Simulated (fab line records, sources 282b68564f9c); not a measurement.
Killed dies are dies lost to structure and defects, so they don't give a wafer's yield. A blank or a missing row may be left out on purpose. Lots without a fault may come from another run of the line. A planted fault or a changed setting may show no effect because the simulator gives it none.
Which tool did it? | flow rit_cmos | 14 lots, 42 wafers sampled, at 3 steps of a route of 202

WHAT THE GAUGES READ, wafer by wafer
RIT_NLDD_TW_MEAS_10.
lot  | measured    | on            | NLDD_TW
L606 | day 2 20:40 | film_metro-02 | 2477 2482 2479
L607 | day 3 03:26 | film_metro-02 | 2503 2498 2494
L608 | day 3 09:32 | film_metro-02 | 2501 2492 2497
L609 | day 3 09:34 | film_metro-04 | 2493 2496 2503
L610 | day 3 22:38 | film_metro-04 | 2509 2497 2505
L611 | day 3 22:41 | film_metro-02 | 2503 2503 2490
L612 | day 4 00:09 | film_metro-03 | 2500 2486 2493
L613 | day 4 05:16 | film_metro-02 | 2466 2468 2480
L614 | day 4 11:15 | film_metro-04 | 1929 1937 1933
L618 | day 5 08:07 | film_metro-02 | 2486 2478 2465
L619 | day 5 11:20 | film_metro-02 | 1912 1922 1915
L624 | day 6 11:07 | film_metro-03 | 2486 2476 2480
L628 | day 7 09:22 | film_metro-03 | 2493 2497 2485
L629 | day 7 14:07 | film_metro-02 | 2481 2474 2475

RIT_SDANNEAL_RS_MEAS_07: measures by four-point-probe.
lot  | measured    | on            | NLDD_RS (ohm/sq)
L606 | day 3 05:09 | film_metro-02 | 152.1 152.5 151.8
L607 | day 3 11:27 | film_metro-02 | 152.4 152.0 152.5
L608 | day 3 17:25 | film_metro-03 | 152.8 152.6 151.5
L609 | day 3 17:49 | film_metro-04 | 151.1 151.4 151.5
L610 | day 4 06:41 | film_metro-04 | 151.4 151.1 150.6
L611 | day 4 07:34 | film_metro-02 | 151.8 151.2 151.8
L612 | day 4 09:29 | film_metro-02 | 152.2 152.3 153.3
L613 | day 4 13:15 | film_metro-02 | 151.7 151.9 151.9
L614 | day 4 19:54 | film_metro-02 | 303.5 301.8 302.4
L618 | day 5 16:13 | film_metro-04 | 151.1 151.4 152.3
L619 | day 5 19:10 | film_metro-02 | 305.8 304.8 306.1
L624 | day 6 19:28 | film_metro-03 | 151.9 151.7 151.8
L628 | day 7 18:08 | film_metro-04 | 151.4 151.3 151.1
L629 | day 7 22:08 | film_metro-03 | 151.4 151.7 151.9

WHICH TOOL RAN EACH LOT (tool, then ch and the chambers of the sampled wafers, then the start)
lot  | RIT_NLDD_IMPLANT_08
L606 | implanter-03 ch 0, day 2 20:21
L607 | implanter-03 ch 0, day 3 03:09
L608 | implanter-02 ch 0, day 3 09:13
L609 | implanter-04 ch 0, day 3 09:14
L610 | implanter-04 ch 0, day 3 22:19
L611 | implanter-03 ch 0, day 3 22:24
L612 | implanter-04 ch 0, day 3 23:50
L613 | implanter-04 ch 0, day 4 04:56
L614 | implanter-04 ch 0, day 4 10:56
L618 | implanter-02 ch 0, day 5 07:47
L619 | implanter-04 ch 0, day 5 11:01
L624 | implanter-02 ch 0, day 6 10:47
L628 | implanter-02 ch 0, day 7 09:03
L629 | implanter-02 ch 0, day 7 13:49
- RIT_NLDD_IMPLANT_08

WHAT THE TOOLS THEMSELVES READ (means of the sampled wafers that have a number; where no wafer has one, the mark that the record gives instead)
RIT_NLDD_IMPLANT_08.
lot  | tool         | beam_on_s (s) | dose_ions_cm2 | end_station_pressure_torr (Torr) | faraday_current_uA
L606 | implanter-03 | 10.08         | 4.999e+14     | 5.9e-06                          | 1562
L607 | implanter-03 | 9.96          | 4.999e+14     | 6.3e-06                          | 1583
L608 | implanter-02 | 9.79          | 4.996e+14     | 6.2e-06                          | 1601
L609 | implanter-04 | 9.91          | 4.994e+14     | 6.1e-06                          | 1585
L610 | implanter-04 | 9.86          | 5.003e+14     | 6.3e-06                          | 1591
L611 | implanter-03 | 9.81          | 4.998e+14     | 6.3e-06                          | 1604
L612 | implanter-04 | 9.82          | 4.998e+14     | 6.2e-06                          | 1604
L613 | implanter-04 | 10.21         | 4.997e+14     | 6.2e-06                          | 1540
L614 | implanter-04 | 10.09         | 1.998e+14     | 5.8e-06                          | 624
L618 | implanter-02 | 9.95          | 5.000e+14     | 6.4e-06                          | 1584
L619 | implanter-04 | 10.01         | 1.999e+14     | 5.5e-06                          | 631
L624 | implanter-02 | 9.96          | 4.996e+14     | 6.4e-06                          | 1573
L628 | implanter-02 | 10.04         | 4.998e+14     | 6.5e-06                          | 1563
L629 | implanter-02 | 9.95          | 4.996e+14     | 6.5e-06                          | 1574

THE ANSWER, worked out from the rows above alone
Rule: what is usual is taken from the lots themselves. Put in order of their means at a reading, lots are off if they are a third of the lots or fewer, leave a main group of 4 or more, and stand apart from it by a gap of 3 or more times the standard deviation of the main group's means; of several such gaps the widest counts. A main group whose means are all the same, to the digits that the tables above print for the reading, isn't used. A lot without any number at a reading at which 4 lots or more have one is off too. The other lots that the step has rows for count as sound. The gauges are gone through in route order, then the tools' own readings, and for those a lot's mean is taken as printed above. The first step at which some lot is off is used, and at that step the reading that is off furthest; a lot without a number counts as furthest.
Off: L614, L619, at RIT_NLDD_TW_MEAS_10 (NLDD_TW). The main group: mean 2489, standard deviation 11.
A tool fits if, at a process step before that reading, it ran every lot that is off, and no sound lot after the first of them. The gauges at RIT_NLDD_TW_MEAS_10 aren't tried: what is off there is off at RIT_NLDD_IMPLANT_08 too, on other tools, and a gauge's error can't cause that. One fits: implanter-04 at RIT_NLDD_IMPLANT_08. Its last sound lot is L613 (day 4 04:56), its first lot that is off L614 (day 4 10:56): a fault that began between those two fits.
The tool's own readings at RIT_NLDD_IMPLANT_08 bear it out: on the lots that are off they differ by more than 5 times the standard deviation of the sound lots' means. dose_ions_cm2 reads 1.998e+14 there against 4.998e+14 on the sound lots; faraday_current_uA reads 628 there against 1580 on the sound lots.

WHAT THE SIMULATOR HAD PUT IN
Process parameter drift: implanter-04, from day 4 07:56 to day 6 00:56, at RIT_NLDD_IMPLANT_08. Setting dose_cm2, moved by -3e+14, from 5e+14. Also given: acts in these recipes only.
Lots struck among those shown: L614, L619. The rule above found the same.
